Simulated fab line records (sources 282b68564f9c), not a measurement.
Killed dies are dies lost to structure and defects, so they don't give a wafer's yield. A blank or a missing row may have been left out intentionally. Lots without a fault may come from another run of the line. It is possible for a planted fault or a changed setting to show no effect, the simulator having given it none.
2 desks, one fault + flow rit_cmos + what lay behind the numbers comes last; until then each desk has only its own

## THE METROLOGY DESK
Lot by lot, what the gauges showed, no matter which tool ran the lot: averages of those sampled wafers that carry a number. If a lot's mean is further than 4 standard deviations from the usual mean, the lot is out of limits and carries the mark OUT (the distance appears in the brackets).
Columns: A = ACTIVE_OXIDE_THK at RIT_ACTIVE_THK_MEAS_02, usual 46.7 nm; B = cd_nm at RIT_M1_CD_MEAS_09, usual 2599.7 nm; C = M1_OVL at RIT_M1_OVL_MEAS_10, usual -0.3 nm
| lot  | first seen here | A    | B      | C    |
|------|-----------------|------|--------|------|
| L179 | day 1 12:24     | 46.8 | 2601.8 | -2.7 |
| L180 | day 1 17:04     | 48.1 | 2602.3 | -1.6 |
| L181 | day 1 22:11     | 45.9 | 2599.7 | -1.1 |
| L182 | day 2 03:47     | 47.0 | 2601.2 | 0.6  |
| L183 | day 2 08:03     | 46.2 | 2600.6 | -1.6 |
| L184 | day 2 14:44     | 48.2 | 2599.9 | 0.0  |
| L187 | day 3 04:03     | 46.0 | 2604.3 | -0.6 |
| L188 | day 3 09:26     | 47.0 | 2596.6 | -1.0 |
| L189 | day 3 15:04     | 46.7 | 2598.8 | 1.1  |
| L190 | day 3 20:23     | 45.7 | 2600.4 | 0.1  |
| L194 | day 4 15:20     | 47.7 | 2600.9 | 1.9  |
| L197 | day 5 09:27     | 46.2 | 2599.8 | -0.7 |
| L200 | day 6 00:59     | 46.3 | 2598.8 | 0.4  |
| L202 | day 6 08:43     | 46.7 | 2597.8 | 0.0  |
Result from this desk: across the 14 lots, nothing is out of limits.

## THE TOOL OWNER'S DESK: plasma_asher-03
The tool's own readings at RIT_NLDD_STRIP_09 (strips in O2, time 180 s): means of the sampled wafers that have a number, for each lot that ran on this tool. If a lot's mean is further than 4 standard deviations from the usual mean, the lot is out of limits and carries the mark OUT (the distance appears in the brackets).
Columns: A = chamber_pressure_mTorr at RIT_NLDD_STRIP_09, usual 4000 mTorr; B = drypump_motor_current_A at RIT_NLDD_STRIP_09, usual 5.7 A
| lot  | first seen here | A                      | B   |
|------|-----------------|------------------------|-----|
| L179 | day 2 22:01     | 4003                   | 5.4 |
| L180 | day 3 01:53     | 4000                   | 5.4 |
| L182 | day 3 14:34     | 4002                   | 5.4 |
| L188 | day 4 21:40     | 3999                   | 5.5 |
| L190 | day 5 07:34     | 3998                   | 5.7 |
| L194 | day 6 04:46     | 3202 (-99 or more) OUT | 5.4 |
| L197 | day 7 06:28     | 3203 (-99 or more) OUT | 5.6 |
This desk finds L194, L197 out of limits, L194 being first, at day 6 04:46 (chamber_pressure_mTorr at RIT_NLDD_STRIP_09). Within limits: L179, L180, L182, L188, L190.

## PUT TOGETHER
The tool owner's desk had the chance to raise an alarm at day 6 04:46 on L194, L197.
Nothing out of limits was seen by the metrology desk.
The metrology desk holds a record of L194, L197, inside its limits.
Every lot named ran RIT_NLDD_STRIP_09 on plasma_asher-03.

## WHAT THE SIMULATOR HAD PUT IN
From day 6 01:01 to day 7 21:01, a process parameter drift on plasma_asher-03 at RIT_NLDD_STRIP_09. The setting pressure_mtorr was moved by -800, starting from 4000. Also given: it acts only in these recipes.
Shown lots that were struck: L194, L197.
Hours from the fault's start to each desk's first reading out of limits: the tool owner's desk, 4.
